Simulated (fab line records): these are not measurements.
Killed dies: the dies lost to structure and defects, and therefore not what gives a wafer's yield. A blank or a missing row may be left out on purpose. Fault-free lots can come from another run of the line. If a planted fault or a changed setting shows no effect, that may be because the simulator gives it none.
Check for tools in common	flow berkeley cmos170	14 lots, 42 wafers sampled

WHAT PROMPTED THE OPENING
At UCB170_NLDD_CD_MEAS_06 the reading cd nm is flagged on 2 of 14 lots. No-fault wafers: 1200.1 nm, standard deviation 1.7.
Rule: a lot is flagged in two cases, either no wafer of it has a number, or all its wafers with numbers fall more than 4 standard deviations from that mean. As for the other lots, they are considered sound.

lot	measured	on	cd nm (nm), wafer by wafer	flag
L381	day 5 18:32	cd sem-01	1200.6 1201.7 1202.0	
L380	day 5 19:31	cd sem-01	1199.1 1199.7 1200.3	
L383	day 6 09:19	cd sem-02	1199.3 1198.4 1198.5	
L385	day 6 23:28	cd sem-01	1201.2 1201.9 1201.8	
L384	day 7 01:29	cd sem-01	1198.0 1199.4 1200.3	
L389	day 7 09:32	cd sem-01	1199.4 1201.5 1201.7	
L388	day 7 09:50	cd sem-01	1202.4 1201.3 1201.5	
L386	day 7 10:21	cd sem-01	1199.4 1200.1 1199.2	
L394	day 8 15:29	cd sem-01	1198.9 1200.5 1199.4	
L397	day 9 18:09	cd sem-01	1031.9 1033.9 1033.0	FLAGGED
L396	day 9 22:38	cd sem-02	1030.9 1029.8 1031.1	FLAGGED
L399	day 10 05:32	cd sem-02	1198.9 1199.1 1198.9	
L401	day 10 06:07	cd sem-02	1198.0 1198.5 1198.2	
L402	day 10 20:48	cd sem-01	1200.7 1201.6 1202.2	
On average the flagged lots read 1031.8 nm, which is -168.3 nm against the usual, or -99 or more standard deviations.

LOT BY LOT: THE TOOL USED
The record holds 2 process steps before the reading, out of a route of 331 steps. Read each cell as the tool, then ch plus the chambers that the sampled wafers visited, then the start.
lot	flag	UCB170_NWELL_STRIP_15	UCB170_NLDD_PEB_04
L381		plasma asher-04 ch 0, day 2 08:10	litho track-04 ch 0, day 5 18:16
L380		plasma asher-02 ch 0,1, day 2 08:34	litho track-02 ch 0, day 5 19:14
L383		plasma asher-04 ch 0,1, day 2 21:02	litho track-04 ch 0, day 6 09:03
L385		plasma asher-04 ch 0,1, day 3 05:11	litho track-04 ch 0, day 6 23:12
L384		plasma asher-01 ch 0,1, day 3 04:59	litho track-02 ch 0, day 7 01:11
L389		plasma asher-02 ch 0,1, day 4 01:52	litho track-04 ch 0, day 7 09:15
L388		plasma asher-04 ch 0,1, day 4 02:11	litho track-04 ch 0, day 7 09:35
L386		plasma asher-02 ch 0,1, day 3 12:16	litho track-04 ch 0, day 7 10:05
L394		plasma asher-01 ch 0,1, day 4 23:56	litho track-02 ch 0, day 8 15:13
L397	FLAGGED	plasma asher-02 ch 0,1, day 5 19:06	litho track-04 ch 0, day 9 17:53
L396	FLAGGED	plasma asher-02 ch 0,1, day 5 14:47	litho track-04 ch 0, day 9 22:21
L399		plasma asher-01 ch 0,1, day 6 10:35	litho track-02 ch 0, day 10 05:16
L401		plasma asher-01 ch 0,1, day 6 17:38	litho track-03 ch 0, day 10 05:51
L402		plasma asher-01 ch 0,1, day 6 19:32	litho track-03 ch 0, day 10 20:32
What the steps here do:
- UCB170_NWELL_STRIP_15: strips in O2.
- UCB170_NLDD_PEB_04
- UCB170_NLDD_CD_MEAS_06: target cd 1200 nm.

FLAGGED AGAINST TOTAL, ONE TOOL AT A TIME (gauges that did the reading follow at the end)
step	tool	lots run	flagged	share of the flagged lots	sound lots run after its first flagged lot
UCB170_NWELL_STRIP_15	plasma asher-01	5	0	none	-
UCB170_NWELL_STRIP_15	plasma asher-02	5	2	all	0
UCB170_NWELL_STRIP_15	plasma asher-04	4	0	none	-
UCB170_NLDD_PEB_04	litho track-02	4	0	none	-
UCB170_NLDD_PEB_04	litho track-03	2	0	none	-
UCB170_NLDD_PEB_04	litho track-04	8	2	all	0
UCB170_NLDD_CD_MEAS_06	cd sem-01	10	1	some	1 (L402)
UCB170_NLDD_CD_MEAS_06	cd sem-02	4	1	some	2 (L399,L401)

WHAT THE TABLE PERMITS
plasma asher-02 at UCB170_NWELL_STRIP_15 and litho track-04 at UCB170_NLDD_PEB_04 are the 2 rows of the table that ran each flagged lot.
- plasma asher-02 at UCB170_NWELL_STRIP_15 ran 5 lots, 2 of them flagged. Last sound lot L389 at day 4 01:52, first flagged lot L396 at day 5 14:47; a fault beginning in between fits.
- litho track-04 at UCB170_NLDD_PEB_04 ran 8 lots, 2 of them flagged. Last sound lot L386 at day 7 10:05, first flagged lot L397 at day 9 17:53; a fault beginning in between fits. Its own readings (heater power total W, plate temp C) fall more than 4 standard deviations out on all wafers of the flagged lots.
Because each of these 2 tools fits a fault that began at some hour, counting lots does not separate them. More lots, or a look at what each step does to the wafer, might.

WHAT WAS PUT IN BY THE SIMULATOR
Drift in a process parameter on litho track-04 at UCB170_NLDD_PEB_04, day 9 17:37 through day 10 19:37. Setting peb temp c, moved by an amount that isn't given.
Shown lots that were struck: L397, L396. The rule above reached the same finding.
